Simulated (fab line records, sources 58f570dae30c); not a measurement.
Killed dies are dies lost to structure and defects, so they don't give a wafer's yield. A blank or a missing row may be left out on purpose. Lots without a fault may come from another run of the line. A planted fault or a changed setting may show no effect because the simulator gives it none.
fab line records | flow berkeley_cmos170
record lots=12 wafers=36 last_day=11
route steps=331 shown PSD@179
lots that met no fault: from a run of the same line without faults
start_h: hours from the record's first day to the start of the lot's first wafer shown | wait_h: hours since the lot's step before | " the same as in the row above | L1.1+2: a row that stands for several wafers | - no value, or no start given | * or withheld: withheld | < > ~ a bound
route shown NAME@n: a module of which the file shows steps, and the number in the route of the first | usual: mean/standard deviation of fault-free wafers | same: alike in all rows | chamber/n: place in a boat | sites: the reading at each site | _std_site: their standard deviation | _edge_site: outer sites' mean less inner sites' | radius_mm: how far each site lies from the wafer's centre | mask NAME#n: copy n | behind: the tool/chamber that last shaped the wafer | hold: why the lot was held/for how many hours/how that ended | device: the transistor (n, p or np) that didn't switch | end of line: the same wafers' tests at the end of the route | a step without rows: its recipe alone | killed: dies lost to structure and defects at the first sort, not the wafer's yield | map: a wafer's dies, x killed, . not, _ none there
set.NAME: the setting as run; set.NAME@STEP: as run at that earlier step | model.NAME: the simulator's own value behind a step, which no gauge read
steps of the route over a sample of lots; a table a step, a row a wafer
## steps
# step UCB170_PSD_PEB_04
# recipe peb_temp_c=130 peb_time_s=withheld resist=KrF
# usual heater_power_total_W=56.80/0.044 plate_temp_C=130.05/0.14
# columns lot.wafer tool chamber start_h wait_h heater_power_total_W plate_temp_C
L810.2 litho_track-02 0 137.23 0.2 56.90 130.11
L810.4 " 0 " " 56.76 129.94
L810.6 " 0 " " 56.75 130.08
L811.2 litho_track-04 0 137.35 0.2 56.71 129.90
L811.3 " 0 " " 56.81 130.04
L811.4 " 0 " " 56.79 129.74
L809.1 litho_track-01 0 137.46 0.2 56.77 130.23
L809.2 " 0 " " 56.80 130.15
L809.3 " 0 " " 56.90 130.13
L812.1 litho_track-02 0 144.88 0.3 56.75 129.85
L812.2 " 0 " " 56.84 129.96
L812.4 " 0 " " 56.75 130.15
L813.3 litho_track-01 0 145.04 0.3 56.78 130.00
L813.4 " 0 " " 56.84 129.95
L813.5 " 0 " " 56.76 129.88
L816.3 litho_track-02 0 172.47 0.2 56.87 130.23
L816.4 " 0 " " 56.81 130.29
L816.6 " 0 " " 56.82 130.16
L815.2 litho_track-02 0 173.17 0.4 56.74 130.10
L815.5 " 0 " " 56.74 130.02
L815.6 " 0 " " 56.72 130.31
L818.4 litho_track-04 0 175.50 0.1 56.80 130.17
L818.5 " 0 " " 56.88 130.11
L818.6 " 0 " " 56.84 130.08
L824.2 litho_track-04 0 208.27 0.9 47.37 113.51
L824.5 " 0 " " 47.41 113.64
L824.6 " 0 " " 47.43 113.48
L822.2 litho_track-04 0 208.54 0.6 47.44 113.27
L822.3 " 0 " " 47.43 113.19
L822.5 " 0 " " 47.40 113.24
L825.1 litho_track-01 0 216.38 0.1 56.77 130.13
L825.3 " 0 " " 56.73 129.84
L825.4 " 0 " " 56.87 129.83
L827.2 litho_track-01 0 231.31 0.4 56.84 129.88
L827.4 " 0 " " 56.83 129.98
L827.6 " 0 " " 56.81 130.12
# step UCB170_PSD_CD_MEAS_06
# recipe target_cd_nm=1200
# usual cd_nm=1199.3/1.5
# columns lot.wafer tool chamber start_h wait_h cd_nm
L810.2 cd_sem-01 - 137.50 - 1196.9
L810.4 " - " " 1198.6
L810.6 " - " " 1198.2
L811.2 cd_sem-02 - 137.62 - 1201.3
L811.3 " - " " 1202.8
L811.4 " - " " 1201.9
L809.1 cd_sem-01 - 137.74 - 1199.9
L809.2 " - " " 1200.0
L809.3 " - " " 1201.1
L812.1 cd_sem-01 - 145.15 - 1200.0
L812.2 " - " " 1199.8
L812.4 " - " " 1197.6
L813.3 cd_sem-02 - 145.30 - 1200.6
L813.4 " - " " 1200.5
L813.5 " - " " 1199.6
L816.3 cd_sem-01 - 172.73 - 1200.1
L816.4 " - " " 1198.8
L816.6 " - " " 1199.6
L815.2 cd_sem-02 - 173.44 - 1197.3
L815.5 " - " " 1197.8
L815.6 " - " " 1197.7
L818.4 cd_sem-02 - 175.77 - 1200.4
L818.5 " - " " 1200.9
L818.6 " - " " 1201.6
L824.2 cd_sem-02 - 208.54 - 980.1
L824.5 " - " " 979.6
L824.6 " - " " 980.0
L822.2 cd_sem-02 - 208.85 - 980.3
L822.3 " - " " 979.9
L822.5 " - " " 979.3
L825.1 cd_sem-02 - 216.66 - 1197.7
L825.3 " - " " 1198.7
L825.4 " - " " 1199.4
L827.2 cd_sem-02 - 231.58 - 1199.4
L827.4 " - " " 1199.9
L827.6 " - " " 1198.9
## key
first_sign step=UCB170_PSD_PEB_04 reading=heater_power_total_W direction=down sigmas=99+ usual=56.80 struck=47.41
effect step=UCB170_PSD_PEB_04 reading=plate_temp_C direction=down sigmas=99+ usual=* struck=*
effect step=UCB170_PSD_CD_MEAS_06 reading=cd_nm direction=down sigmas=99+ usual=1199.3 struck=979.9
met_at UCB170_PSD_PEB_04
struck_lots L822,L824
sort_left_out L822.2,L822.3,L822.5,L824.2,L824.5,L824.6
tester_left_out L822,L824
onset_between 175.50 208.27
fault kind=process_parameter_drift tool=litho_track-04 chamber=- onset_h=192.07 steps=UCB170_PSD_PEB_04 channel=peb_temp_c offset=* shape=step end_h=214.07 acts_in=* stated=*
# tester_left_out: of these lots the tester's yield and bins aren't shown, on N5 and GAA mostly nor the transistor test; their killed dies are dies lost to structure and defects alone, not to doping, threshold or leakage, so they don't give the yield
# sort_left_out: the simulated sort isn't trusted on such a fault, so these wafers' sort isn't shown, and their yield isn't known
